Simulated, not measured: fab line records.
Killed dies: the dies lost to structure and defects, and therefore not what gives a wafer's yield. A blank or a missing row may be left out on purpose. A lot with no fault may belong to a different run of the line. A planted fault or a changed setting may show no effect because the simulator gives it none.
fab line records	flow ritCmos	part 1 of 2: steps 1 to 34 of 36
record: lots: 5	wafers: 23
route steps=202 shown ACTIVE@8 FOX2@23 NWELL@36 PWELL@41 WELLDRIVE@50 NRETRO@54 GATE@75 REOX@101 NSD@138 M1@202
startH: hours from the record's first day to the start of the lot's first wafer shown	waitH: hours since the lot's step before	" unchanged from the row above	L1.1+2: a single row standing in for several wafers	- no value, or no start was given	* or withheld: withheld	< > ~ a bound
route shown NAME@n: a module of which the file shows steps, and the number in the route of the first	usual: mean/standard deviation taken from wafers without a fault	same: alike in all rows	chamber/n: place in a boat	sites: readings site by site	_std_site: standard deviation of those values	_edge_site: mean of outer sites minus mean of inner sites	radiusMm: for every site, how far away it sits from the centre of the wafer	mask NAME#n: copy n	behind: the tool/chamber that last shaped the wafer	hold: why the lot went on hold/how many hours it stayed there/how the hold came to an end	device: transistor that didn't switch, given as n, p or np	end of line: tests of these same wafers at the route's end	where a step has no rows: the recipe by itself	killed: at the first sort, the dies lost to defects and structure; wafer yield is something else	map: a wafer's dies, marking killed ones x, the rest . and places with no die _
set.NAME: setting as actually run; set.NAME@STEP: the setting as run at that earlier step	model.NAME: the simulator's own value behind a step, which no gauge read
lots where settings were altered on purpose, with a table for each step and a row for each wafer
== steps ==
step: RIT_ACTIVE_SOFTBAKE_07
recipe: resist: NOVOLAK	tempC: 90	timeS: 60
lot.wafer	tool	chamber	startH	waitH	set.tempC
L078.1+3+4+5+6	lithoTrack-04	0	34.77	0.1	90
L080.2+3+5	lithoTrack-02	0	43.91	0.1	90
L080.4+6	"	0	"	"	86.52
L082.1+5+6	lithoTrack-01	0	55.67	0.1	90
L084.2+5+6	lithoTrack-02	0	67.68	0.1	86.66
L084.3+4	"	0	"	"	90
L085.1+2+3+5+6	lithoTrack-02	0	70.12	0.1	90
step: RIT_ACTIVE_DEVELOP_10
recipe: resist: NOVOLAK	developTimeS: 50	devTempC: 23
lot.wafer	tool	chamber	startH	waitH	set.developTimeS	set.tempC@ACTIVE_SOFTBAKE_07	model.NOVOLAK_of_ACTIVE_COAT_06.thkNm
L078.1	lithoTrack-01	0	-	-	44.92	90	1006
L078.3	"	0	"	"	50	90	1010
L078.4+6	"	0	"	"	44.92	90	1008
L078.5	"	0	"	"	50	90	1009
L080.2	lithoTrack-04	0	-	-	44.41	90	1003
L080.3+5	"	0	"	"	50	90	1001
L080.4	"	0	"	"	50	86.52	1011
L080.6	"	0	"	"	44.41	86.52	1011
L082.1	lithoTrack-01	0	-	-	50	90	1011
L082.5	"	0	"	"	50	90	1010
L082.6	"	0	"	"	50	90	1013
L084.2+6	lithoTrack-01	0	-	-	50	86.66	1014
L084.3	"	0	"	"	50	90	1004
L084.4	"	0	"	"	50	90	1005
L084.5	"	0	"	"	50	86.66	1013
L085.1	lithoTrack-02	0	-	-	50	90	1006
L085.2	"	0	"	"	50	90	1004
L085.3	"	0	"	"	50	90	1005
L085.5	"	0	"	"	50	90	1007
L085.6	"	0	"	"	50	90	1003
step: RIT_ACTIVE_CD_MEAS_11
recipe: targetCdNm: 1400
usual: cdNm: 1400.3/2.4
lot.wafer	tool	chamber	startH	waitH	set.developTimeS@ACTIVE_DEVELOP_10	cdNm
L078.1	cdSem-02	-	35.44	-	44.92	1410.3
L078.3	"	-	"	"	50	1400.0
L078.4	"	-	"	"	44.92	1409.5
L078.5	"	-	"	"	50	1400.9
L078.6	"	-	"	"	44.92	1411.6
L080.2	cdSem-02	-	44.46	-	44.41	1413.5
L080.3	"	-	"	"	50	1403.2
L080.4	"	-	"	"	50	1402.9
L080.5	"	-	"	"	50	1401.1
L080.6	"	-	"	"	44.41	1414.8
L082.1	cdSem-02	-	56.30	-	50	1402.7
L082.5	"	-	"	"	50	1405.8
L082.6	"	-	"	"	50	1406.6
L084.2	cdSem-02	-	68.35	-	50	1403.2
L084.3	"	-	"	"	50	1400.2
L084.4	"	-	"	"	50	1401.7
L084.5	"	-	"	"	50	1401.1
L084.6	"	-	"	"	50	1399.8
L085.1	cdSem-01	-	70.79	-	50	1400.6
L085.2	"	-	"	"	50	1401.1
L085.3	"	-	"	"	50	1399.7
L085.5	"	-	"	"	50	1399.5
L085.6	"	-	"	"	50	1400.4
step: RIT_ACTIVE_HARDBAKE_12
recipe: resist: NOVOLAK	tempC: 140	timeS: 60
step: RIT_ACTIVE_ETCH_13
recipe: stopOn: SiO2	chemistry: SF6	target: Si3N4	timeS: 210	overEtchFrac: 0.4	SF6_flow_sccm: 200	pressureMtorr: 260	rfW: 125	targetDepthA: 2100
lot.wafer	tool	chamber	startH	waitH	set.developTimeS@ACTIVE_DEVELOP_10	model.ACTIVE.cdNm
L078.1	rieDiel-04	3	35.71	0.1	44.92	1411
L078.3	"	1	"	"	50	1400
L078.4	"	2	"	"	44.92	1409
L078.5	"	2	"	"	50	1401
L078.6	"	3	"	"	44.92	1412
L080.2	rieDiel-04	2	44.71	0.1	44.41	1413
L080.3+4	"	1,0	"	"	50	1403
L080.5	"	3	"	"	50	1401
L080.6	"	2	"	"	44.41	1415
L082.1	rieDiel-01	0	56.57	0.1	50	1403
L082.5+6	"	1,0	"	"	50	1406
L084.2	rieDiel-03	0	68.60	0.1	50	1403
L084.3+6	"	2	"	"	50	1400
L084.4	"	0	"	"	50	1402
L084.5	"	3	"	"	50	1401
L085.1+6	rieDiel-04	3,2	71.21	0.1	50	1400
L085.2	"	2	"	"	50	1401
L085.3+5	"	0,3	"	"	50	1399
step: RIT_ACTIVE_STRIP_14
recipe: chemistry: O2	timeS: 180	resist: NOVOLAK	platenTempC: withheld	powerW: 500	pressureMtorr: 4000	o2FlowSccm: 4000
step: RIT_ACTIVE_CD_MEAS_90
recipe: targetCdNm: 1400
usual: cdNm: 1400.2/2.5
lot.wafer	tool	chamber	startH	waitH	set.developTimeS@ACTIVE_DEVELOP_10	cdNm
L078.1	cdSem-01	-	36.02	0.1	44.92	1410.8
L078.3	"	-	"	"	50	1399.8
L078.4	"	-	"	"	44.92	1409.0
L078.5	"	-	"	"	50	1400.5
L078.6	"	-	"	"	44.92	1411.4
L080.2	cdSem-02	-	45.04	0.1	44.41	1413.4
L080.3	"	-	"	"	50	1402.8
L080.4	"	-	"	"	50	1402.9
L080.5	"	-	"	"	50	1401.4
L080.6	"	-	"	"	44.41	1414.7
L082.1	cdSem-02	-	56.89	0.1	50	1402.5
L082.5	"	-	"	"	50	1406.4
L082.6	"	-	"	"	50	1406.2
L084.2	cdSem-01	-	68.93	0.1	50	1402.9
L084.3	"	-	"	"	50	1399.6
L084.4	"	-	"	"	50	1401.8
L084.5	"	-	"	"	50	1400.5
L084.6	"	-	"	"	50	1399.8
L085.1	cdSem-01	-	71.52	0.1	50	1400.1
L085.2	"	-	"	"	50	1401.1
L085.3	"	-	"	"	50	1399.4
L085.5	"	-	"	"	50	1399.5
L085.6	"	-	"	"	50	1399.8
step: RIT_FOX2_OXIDATION_00
recipe: tempC: 1100	ambient: H2O	targetThkA: 3507	pH2oTorr: 720	oxTimeS: 1130
lot.wafer	tool	chamber	startH	waitH	set.oxTimeS	model.SiO2_of_FOX2_OXIDATION_00.thkNm
L078.1	-	-	-	0.0	1198	372.3
L078.3	"	-	"	"	1198	374.2
L078.4	"	-	"	"	1198	365.9
L078.5	"	-	"	"	1198	370
L078.6	"	-	"	"	1198	375
L080.2	-	-	-	1.6	995.1	321.3
L080.3	"	-	"	"	995.1	317.4
L080.4	"	-	"	"	995.1	321
L080.5	"	-	"	"	995.1	322.1
L080.6	"	-	"	"	995.1	318.8
L082.1	furnace-04	0	59.77	0.9	1130	343.8
L082.5	"	0	"	"	1130	344.6
L082.6	"	0	"	"	1130	344
L084.2	-	-	-	0.7	968.3	315.3
L084.3	"	-	"	"	968.3	317.7
L084.4	"	-	"	"	968.3	323.3
L084.5	"	-	"	"	968.3	320.4
L084.6	"	-	"	"	968.3	317.8
L085.1	-	-	-	0.0	974.5	317.7
L085.2	"	-	"	"	974.5	324.8
L085.3	"	-	"	"	974.5	326.8
L085.5	"	-	"	"	974.5	322.2
L085.6	"	-	"	"	974.5	318.8
step: RIT_FOX2_THK_MEAS_01
recipe: reads: SiO2_of_FOX2_OXIDATION_00
usual: FOX2_OXIDE_THK: 350/5.7
lot.wafer	tool	chamber	startH	waitH	set.oxTimeS@FOX2_OXIDATION_00	FOX2_OXIDE_THK[nm]
L078.1	filmMetro-01	-	-	-	1198	372
L078.3	"	-	"	"	1198	374
L078.4	"	-	"	"	1198	366
L078.5	"	-	"	"	1198	370
L078.6	"	-	"	"	1198	375
L080.2	filmMetro-03	-	-	-	995.1	321
L080.3	"	-	"	"	995.1	317
L080.4	"	-	"	"	995.1	321
L080.5	"	-	"	"	995.1	322
L080.6	"	-	"	"	995.1	319
L082.1	filmMetro-01	-	61.08	0.0	1130	344
L082.5	"	-	"	"	1130	345
L082.6	"	-	"	"	1130	344
L084.2	filmMetro-01	-	-	-	968.3	316
L084.3	"	-	"	"	968.3	318
L084.4	"	-	"	"	968.3	323
L084.5	"	-	"	"	968.3	320
L084.6	"	-	"	"	968.3	318
L085.1	filmMetro-03	-	-	-	974.5	318
L085.2	"	-	"	"	974.5	325
L085.3	"	-	"	"	974.5	327
L085.5	"	-	"	"	974.5	322
L085.6	"	-	"	"	974.5	319
step: RIT_FOX2_CLEAN_02
recipe: chemistry: dHF	dilution: 50:1	timeS: 180
step: RIT_FOX2_WET_ETCH_03
recipe: chemistry: H3PO4	target: Si3N4	targetDepthNm: 195	tempC: 165	timeS: 2700
step: RIT_FOX2_THK_MEAS_90
recipe: reads: SiO2_of_FOX2_OXIDATION_00
usual: FIELD_OXIDE_LEFT_1_THK: 322/5.7
lot.wafer	tool	chamber	startH	waitH	set.oxTimeS@FOX2_OXIDATION_00	FIELD_OXIDE_LEFT_1_THK[nm]
L078.1	filmMetro-01	-	40.73	0.0	1198	345
L078.3	"	-	"	"	1198	347
L078.4	"	-	"	"	1198	339
L078.5	"	-	"	"	1198	343
L078.6	"	-	"	"	1198	347
L080.2	filmMetro-01	-	53.31	0.0	995.1	294
L080.3	"	-	"	"	995.1	290
L080.4	"	-	"	"	995.1	294
L080.5	"	-	"	"	995.1	295
L080.6	"	-	"	"	995.1	291
L082.1	filmMetro-01	-	62.04	0.0	1130	317
L082.5	"	-	"	"	1130	318
L082.6	"	-	"	"	1130	317
L084.2	filmMetro-01	-	74.11	0.0	968.3	289
L084.3	"	-	"	"	968.3	291
L084.4	"	-	"	"	968.3	296
L084.5	"	-	"	"	968.3	294
L084.6	"	-	"	"	968.3	291
L085.1	filmMetro-01	-	75.81	0.0	974.5	290
L085.2	"	-	"	"	974.5	298
L085.3	"	-	"	"	974.5	300
L085.5	"	-	"	"	974.5	295
L085.6	"	-	"	"	974.5	292
step: RIT_NWELL_IMPLANT_08
recipe: species: P	energyKev: 170	doseCm2: 5e+13	tiltDeg: 7
lot.wafer	tool	chamber	startH	waitH	set.doseCm2
L078.1+4+5	implanter-01	0	42.09	0.2	4.807e+13
L078.3+6	"	0	"	"	5e+13
L080.2+4+5	implanter-03	0	54.55	0.2	5e+13
L080.3+6	"	0	"	"	5.268e+13
L082.1+5+6	implanter-01	0	63.39	0.2	5e+13
L084.2+4+6	implanter-03	0	75.55	0.2	5e+13
L084.3+5	"	0	"	"	5.175e+13
L085.1+3+6	implanter-03	0	77.16	0.2	5e+13
L085.2+5	"	0	"	"	4.898e+13
step: RIT_PWELL_SOFTBAKE_02
recipe: resist: NOVOLAK	tempC: 90	timeS: 60
lot.wafer	tool	chamber	startH	waitH	set.tempC
L078.1+3+5	lithoTrack-04	0	42.77	0.1	93.4
L078.4+6	"	0	"	"	90
L080.2+5+6	lithoTrack-04	0	55.23	0.1	88.99
L080.3+4	"	0	"	"	90
L082.1+5+6	lithoTrack-03	0	64.07	0.1	90
L084.2+6	lithoTrack-01	0	76.34	0.1	90
L084.3+4+5	"	0	"	"	87.92
L085.1+6	lithoTrack-01	0	77.84	0.1	90
L085.2+3+5	"	0	"	"	86.33
step: RIT_PWELL_EXPOSE_03
recipe: maskId: M3	na: 0.57	targetCdNm: 43700	doseMj: 250
step: RIT_PWELL_PEB_04
recipe: resist: NOVOLAK	tempC: withheld	timeS: withheld
step: RIT_PWELL_DEVELOP_05
recipe: resist: NOVOLAK	developTimeS: 68	devTempC: 23
lot.wafer	tool	chamber	startH	waitH	set.tempC@PWELL_SOFTBAKE_02	model.NOVOLAK_of_PWELL_COAT_01.thkNm
L078.1+3	lithoTrack-03	0	-	-	93.4	1268
L078.4	"	0	"	"	90	1278
L078.5	"	0	"	"	93.4	1267
L078.6	"	0	"	"	90	1281
L080.2	lithoTrack-03	0	-	-	88.99	1286
L080.3	"	0	"	"	90	1282
L080.4	"	0	"	"	90	1279
L080.5	"	0	"	"	88.99	1284
L080.6	"	0	"	"	88.99	1282
L082.1	lithoTrack-03	0	-	-	90	1273
L082.5	"	0	"	"	90	1276
L082.6	"	0	"	"	90	1280
L084.2	lithoTrack-03	0	-	-	90	1285
L084.3+4	"	0	"	"	87.92	1292
L084.5	"	0	"	"	87.92	1293
L084.6	"	0	"	"	90	1288
L085.1	lithoTrack-04	0	-	-	90	1294
L085.2	"	0	"	"	86.33	1308
L085.3	"	0	"	"	86.33	1311
L085.5	"	0	"	"	86.33	1306
L085.6	"	0	"	"	90	1291
step: RIT_PWELL_HARDBAKE_07
recipe: resist: NOVOLAK	tempC: 140	timeS: 120
step: RIT_WELLDRIVE_ANNEAL_00
recipe: tempC: 1100	timeS: 14700	ambient: N2
step: RIT_WELLDRIVE_RS_MEAS_01
recipe: thkMeasGauge: four-point-probe
usual: NWELL_RS: 275.7/0.85
lot.wafer	tool	chamber	startH	waitH	set.doseCm2@NWELL_IMPLANT_08	NWELL_RS[ohm/sq]
L078.1	filmMetro-01	-	50.02	0.0	4.807e+13	283.2
L078.3	"	-	"	"	5e+13	276.3
L078.4	"	-	"	"	4.807e+13	282.8
L078.5	"	-	"	"	4.807e+13	282.3
L078.6	"	-	"	"	5e+13	277.1
L080.2	filmMetro-04	-	61.69	0.0	5e+13	276.7
L080.3	"	-	"	"	5.268e+13	267.5
L080.4	"	-	"	"	5e+13	276.1
L080.5	"	-	"	"	5e+13	276.8
L080.6	"	-	"	"	5.268e+13	268.0
L082.1	filmMetro-01	-	71.83	0.0	5e+13	274.9
L082.5	"	-	"	"	5e+13	274.0
L082.6	"	-	"	"	5e+13	274.0
L084.2	filmMetro-02	-	84.05	0.0	5e+13	276.7
L084.3	"	-	"	"	5.175e+13	270.1
L084.4	"	-	"	"	5e+13	275.8
L084.5	"	-	"	"	5.175e+13	270.8
L084.6	"	-	"	"	5e+13	277.4
L085.1	filmMetro-04	-	84.78	0.0	5e+13	275.1
L085.2	"	-	"	"	4.898e+13	278.5
L085.3	"	-	"	"	5e+13	275.0
L085.5	"	-	"	"	4.898e+13	278.3
L085.6	"	-	"	"	5e+13	275.0
step: RIT_NRETRO_COAT_01
recipe: resist: NOVOLAK	spinRpm: 2000	resistThkNm: 1300
lot.wafer	tool	chamber	startH	waitH	set.resistThkNm	model.NOVOLAK_of_NRETRO_COAT_01.thkNm
L078.1	lithoTrack-04	0	50.41	0.1	1300	1302
L078.3	"	0	"	"	1300	1298
L078.4	"	0	"	"	1272	1275
L078.5	"	0	"	"	1272	1271
L078.6	"	0	"	"	1272	1270
L080.2	lithoTrack-04	0	62.08	0.1	1252	1248
L080.3	"	0	"	"	1252	1247
L080.4	"	0	"	"	1300	1294
L080.5	"	0	"	"	1300	1297
L080.6	"	0	"	"	1252	1249
L082.1	lithoTrack-04	0	72.22	0.1	1300	1298
L082.5	"	0	"	"	1300	1299
L082.6	"	0	"	"	1300	1296
L084.2	lithoTrack-03	0	84.44	0.1	1300	1296
L084.3	"	0	"	"	1233	1227
L084.4	"	0	"	"	1300	1295
L084.5	"	0	"	"	1300	1297
L084.6	"	0	"	"	1233	1231
L085.1	lithoTrack-03	0	85.17	0.1	1300	1304
L085.2+6	"	0	"	"	1300	1303
L085.3	"	0	"	"	1300	1302
L085.5	"	0	"	"	1300	1299
step: RIT_NRETRO_SOFTBAKE_02
recipe: resist: NOVOLAK	tempC: 90	timeS: 62.31
step: RIT_NRETRO_EXPOSE_03
recipe: maskId: M4	na: 0.57	targetCdNm: 43900	doseMj: 250
step: RIT_NRETRO_DEVELOP_05
recipe: resist: NOVOLAK	developTimeS: 68	devTempC: 23
step: RIT_NRETRO_HARDBAKE_07
recipe: resist: NOVOLAK	tempC: 140	timeS: 120
lot.wafer	tool	chamber	startH	waitH	set.resistThkNm@NRETRO_COAT_01	model.NOVOLAK_of_NRETRO_COAT_01.thkNm
L078.1	lithoTrack-02	0	51.18	0.0	1300	1139
L078.3	"	0	"	"	1300	1135
L078.4	"	0	"	"	1272	1116
L078.5	"	0	"	"	1272	1112
L078.6	"	0	"	"	1272	1111
L080.2	lithoTrack-04	0	62.86	0.1	1252	1092
L080.3	"	0	"	"	1252	1091
L080.4	"	0	"	"	1300	1131
L080.5	"	0	"	"	1300	1134
L080.6	"	0	"	"	1252	1093
L082.1	lithoTrack-03	0	73.11	0.0	1300	1135
L082.5	"	0	"	"	1300	1136
L082.6	"	0	"	"	1300	1134
L084.2	lithoTrack-04	0	85.23	0.1	1300	1134
L084.3	"	0	"	"	1233	1074
L084.4	"	0	"	"	1300	1133
L084.5	"	0	"	"	1300	1135
L084.6	"	0	"	"	1233	1077
L085.1	lithoTrack-02	0	86.06	0.0	1300	1141
L085.2	"	0	"	"	1300	1139
L085.3	"	0	"	"	1300	1138
L085.5	"	0	"	"	1300	1136
L085.6	"	0	"	"	1300	1140
step: RIT_NRETRO_IMPLANT_08
recipe: species: P	energyKev: 70	doseCm2: 1e+13	tiltDeg: 7
lot.wafer	tool	chamber	startH	waitH	set.energyKev	model.implant.rpNm	model.implant.drpNm
L078.1+5	implanter-02	0	51.43	0.2	67.4	82.68	32.86
L078.3+4+6	"	0	"	"	70	85.96	33.94
L080.2+5	implanter-02	0	63.10	0.2	70	85.11	33.94
L080.3+4+6	"	0	"	"	68.69	83.47	33.4
L082.1+5+6	implanter-02	0	73.36	0.2	70	85	33.94
L084.2+3	implanter-02	0	85.46	0.2	70	84.21	33.94
L084.4+5+6	"	0	"	"	66.28	79.61	32.39
L085.1+2+5	implanter-01	0	86.31	0.2	70	87.07	33.94
L085.3+6	"	0	"	"	66.79	82.97	32.61
step: RIT_GATE_WET_ETCH_00
recipe: chemistry: BOE	target: SiO2	targetDepthNm: 56	timeS: 60	dry: n2Spin	dilution: 10:1	tempC: 21.5
lot.wafer	tool	chamber	startH	waitH	set.timeS
L078.1+3+4+5+6	-	-	-	0.1	51.89
L080.2+3+4+5+6	-	-	-	0.0	56.24
L082.1+5+6	wetBench-01	3	75.30	0.1	60
L084.2+3+4+5+6	-	-	-	0.0	60
L085.1+2+3+5+6	-	-	-	0.1	66.4
step: RIT_GATE_CLEAN_01
recipe: chemistry: SC1	mix: 3:3:50	timeS: 600	tempC: 75
step: RIT_GATE_CLEAN_02
recipe: chemistry: dHF	dilution: 50:1	timeS: 30
step: RIT_GATE_CLEAN_03
recipe: chemistry: SC2	mix: 3:3:50	timeS: 600	tempC: 75	dry: n2Spin
step: RIT_GATE_CLEAN_04
recipe: chemistry: dHF	dilution: 50:1	timeS: 60	dry: n2Spin
step: RIT_FOX2_THK_MEAS_91
recipe: reads: SiO2_of_FOX2_OXIDATION_00
usual: FIELD_OXIDE_LEFT_2_THK: 254/5.5
lot.wafer	tool	chamber	startH	waitH	set.oxTimeS@FOX2_OXIDATION_00	FIELD_OXIDE_LEFT_2_THK[nm]
L078.1	filmMetro-01	-	53.82	0.0	1198	284
L078.3	"	-	"	"	1198	286
L078.4	"	-	"	"	1198	277
L078.5	"	-	"	"	1198	282
L078.6	"	-	"	"	1198	286
L080.2	filmMetro-01	-	65.60	0.0	995.1	229
L080.3	"	-	"	"	995.1	225
L080.4	"	-	"	"	995.1	229
L080.5	"	-	"	"	995.1	230
L080.6	"	-	"	"	995.1	227
L082.1	filmMetro-02	-	75.72	0.0	1130	248
L082.5	"	-	"	"	1130	248
L082.6	"	-	"	"	1130	248
L084.2	filmMetro-02	-	87.80	0.0	968.3	220
L084.3	"	-	"	"	968.3	223
L084.4	"	-	"	"	968.3	228
L084.5	"	-	"	"	968.3	225
L084.6	"	-	"	"	968.3	223
L085.1	filmMetro-01	-	88.70	0.0	974.5	222
L085.2	"	-	"	"	974.5	228
L085.3	"	-	"	"	974.5	231
L085.5	"	-	"	"	974.5	226
L085.6	"	-	"	"	974.5	223
step: RIT_GATE_EXPOSE_13
recipe: maskId: M6	na: 0.6	sourceShape: conventional	sigmaOuter: 0.6	targetCdNm: 150	doseMj: 380
lot.wafer	tool	chamber	startH	waitH	mask	set.doseMj
L078.1+4+6	ilineStepper-01	0	58.32	0.2	M6#0	380
L078.3+5	"	0	"	"	M6#0	406.8
L080.2+4	ilineStepper-01	0	71.81	0.1	M6#0	407.5
L080.3+5+6	"	0	"	"	M6#0	380
L082.1+5+6	ilineStepper-02	0	81.97	0.2	M6#0	380
L084.2+5	ilineStepper-01	0	92.28	0.1	M6#0	405.7
L084.3+4+6	"	0	"	"	M6#0	380
L085.1+2+3	ilineStepper-01	0	92.57	0.1	M6#0	380
L085.5+6	"	0	"	"	M6#0	358.9
step: RIT_REOX_OXIDATION_03
recipe: tempC: 900	ambient: O2	targetThkA: 252	oxTimeS: 5580
lot.wafer	tool	chamber	startH	waitH	set.oxTimeS	model.SiO2_of_REOX_OXIDATION_03.thkNm
L078.1	-	-	-	1.5	6088	26.66
L078.3	"	-	"	"	6088	26.98
L078.4	"	-	"	"	6088	26.74
L078.5	"	-	"	"	6088	26.89
L078.6	"	-	"	"	6088	27.12
L080.2	-	-	-	0.0	6274	26.93
L080.3	"	-	"	"	6274	27.75
L080.4	"	-	"	"	6274	26.95
L080.5	"	-	"	"	6274	27.41
L080.6	"	-	"	"	6274	27.34
L082.1	furnace-03	0	84.47	0.9	5580	24.61
L082.5	"	0	"	"	5580	24.59
L082.6	"	0	"	"	5580	24.31
L084.2	-	-	-	0.0	6314	27.82
L084.3	"	-	"	"	6314	27.55
L084.4	"	-	"	"	6314	27.78
L084.5	"	-	"	"	6314	27.35
L084.6	"	-	"	"	6314	27.57
L085.1	-	-	-	0.9	5968	26.93
L085.2	"	-	"	"	5968	26.57
L085.3	"	-	"	"	5968	26.14
L085.5	"	-	"	"	5968	26.86
L085.6	"	-	"	"	5968	26.51
== key ==
split: step: RIT_ACTIVE_SOFTBAKE_07	setting: tempC	stated: 90	by: wafer
response: step: RIT_ACTIVE_DEVELOP_10	reading: model.NOVOLAK_of_ACTIVE_COAT_06.thkNm	change: -2.44	per: 1%	r: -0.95
split: step: RIT_ACTIVE_DEVELOP_10	setting: developTimeS	stated: 50	by: wafer
response: step: RIT_ACTIVE_CD_MEAS_11	reading: cdNm	change: -1.02	per: 1%	r: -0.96
response: step: RIT_ACTIVE_ETCH_13	reading: model.ACTIVE.cdNm	change: -1.04	per: 1%	r: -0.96
response: step: RIT_ACTIVE_CD_MEAS_90	reading: cdNm	change: -1.03	per: 1%	r: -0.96
split: step: RIT_FOX2_OXIDATION_00	setting: oxTimeS	stated: 1130	by: lot
response: step: RIT_FOX2_OXIDATION_00	reading: model.SiO2_of_FOX2_OXIDATION_00.thkNm	change: +2.46	per: 1%	r: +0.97
response: step: RIT_FOX2_THK_MEAS_01	reading: FOX2_OXIDE_THK	change: +2.46	per: 1%	r: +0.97
response: step: RIT_FOX2_THK_MEAS_90	reading: FIELD_OXIDE_LEFT_1_THK	change: +2.45	per: 1%	r: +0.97
response: step: RIT_FOX2_THK_MEAS_91	reading: FIELD_OXIDE_LEFT_2_THK	change: +2.7	per: 1%	r: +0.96
split: step: RIT_NWELL_IMPLANT_08	setting: doseCm2	stated: 5e+13	by: wafer
response: step: RIT_WELLDRIVE_RS_MEAS_01	reading: NWELL_RS	change: -1.65	per: 1%	r: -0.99
split: step: RIT_PWELL_SOFTBAKE_02	setting: tempC	stated: 90	by: wafer
response: step: RIT_PWELL_DEVELOP_05	reading: model.NOVOLAK_of_PWELL_COAT_01.thkNm	change: -3.38	per: 1%	r: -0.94
split: step: RIT_NRETRO_COAT_01	setting: resistThkNm	stated: 1300	by: wafer
response: step: RIT_NRETRO_COAT_01	reading: model.NOVOLAK_of_NRETRO_COAT_01.thkNm	change: +13	per: 1%	r: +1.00
response: step: RIT_NRETRO_HARDBAKE_07	reading: model.NOVOLAK_of_NRETRO_COAT_01.thkNm	change: +11.2	per: 1%	r: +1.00
split: step: RIT_NRETRO_IMPLANT_08	setting: energyKev	stated: 70	by: wafer
response: step: RIT_NRETRO_IMPLANT_08	reading: model.implant.rpNm	change: +0.878	per: 1%	r: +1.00
response: step: RIT_NRETRO_IMPLANT_08	reading: model.implant.drpNm	change: +0.29	per: 1%	r: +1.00
split: step: RIT_GATE_WET_ETCH_00	setting: timeS	stated: 60	by: lot
response none clear
split: step: RIT_GATE_EXPOSE_13	setting: doseMj	stated: 380	by: wafer
response: step: RIT_M1_PROBE_99	reading: model.etest.pmos_0p3.rOnOhmUm	change: -65.4	per: 1%	r: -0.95
response: step: RIT_M1_PROBE_99	reading: model.etest.pmos_0p15.rOnOhmUm	change: -116	per: 1%	r: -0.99
response: step: RIT_M1_PROBE_99	reading: model.etest.nmos_0p3.rOnOhmUm	change: -18.7	per: 1%	r: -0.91
response: step: RIT_M1_PROBE_99	reading: model.etest.nmos_0p15.driveUaUm	change: +26.7	per: 1%	r: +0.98
response: step: RIT_M1_PROBE_99	reading: model.etest.pmosTurned.rOnOhmUm	change: -117	per: 1%	r: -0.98
response: step: RIT_M1_PROBE_99	reading: model.etest.npolyLine.lineOhmUm	change: +13.4	per: 1%	r: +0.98
response: step: RIT_M1_PROBE_99	reading: model.etest.nmos_0p15.rOnOhmUm	change: -32.7	per: 1%	r: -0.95
split: step: RIT_REOX_OXIDATION_03	setting: oxTimeS	stated: 5580	by: lot
response: step: RIT_REOX_OXIDATION_03	reading: model.SiO2_of_REOX_OXIDATION_03.thkNm	change: +0.218	per: 1%	r: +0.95
response: step: RIT_M1_PROBE_99	reading: model.etest.pldd.rsOhmSq	change: +15.2	per: 1%	r: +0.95
split: step: RIT_NSD_HARDBAKE_07	setting: tempC	stated: 140	by: wafer
response: step: RIT_NSD_HARDBAKE_07	reading: model.NOVOLAK_of_NSD_COAT_01.thkNm	change: -2.62	per: 1%	r: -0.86
